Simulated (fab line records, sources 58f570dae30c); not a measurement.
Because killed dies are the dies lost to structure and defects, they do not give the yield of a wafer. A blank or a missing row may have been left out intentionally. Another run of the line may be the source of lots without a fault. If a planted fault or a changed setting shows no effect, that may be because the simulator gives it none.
Matching of chambers -- flow berkeley cmos170 -- UCB170_V1_ETCH_14 on rie diel-02: 4 sister chambers
The step etches SiO2 in CHF3/CF4/Ar, stops on Al, target depth 1250 nm, time 291 s. 4 wafers are shown with their chamber, then 7 later ones without.

WAFERS WITH THEIR CHAMBER
wafer,chamber,drypump motor current A (A)
L287.3,0,5.4
L290.1,3,5.8
L297.1,2,5.1
L297.2,1,5.6

WAFERS WHOSE CHAMBER IS MISSING
wafer,drypump motor current A (A)
L297.3,5.8
L299.1,5.0
L299.3,5.8
L299.4,5.5
L298.1,5.8
L298.2,5.1
L298.5,5.1

EACH ONE'S CHAMBER
wafer,from the rows above,in truth
L297.3,3,3
L299.1,2,2
L299.3,3,3
L299.4,can't be placed: 0 or 1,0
L298.1,3,3
L298.2,2,2
L298.5,2,2
Correctly placed: 6 of 7. Cannot be placed on the basis of these rows: 1; the candidates contain the true chamber in 1. Wrongly placed: 0.
How it was worked out, from the rows above alone: a wafer's distance from a chamber is the root of the sum, over the readings, of the square of ((its reading less the chamber's mean) divided by the reading's scatter). The wafer belongs to the nearest chamber; if the next one is less than 2 further off, it can't be placed. For every chamber, the mean is computed from those of its wafers that are shown. The scatter: root of mean squared gap, hidden wafer to nearest shown wafer, with one shown wafer a chamber.
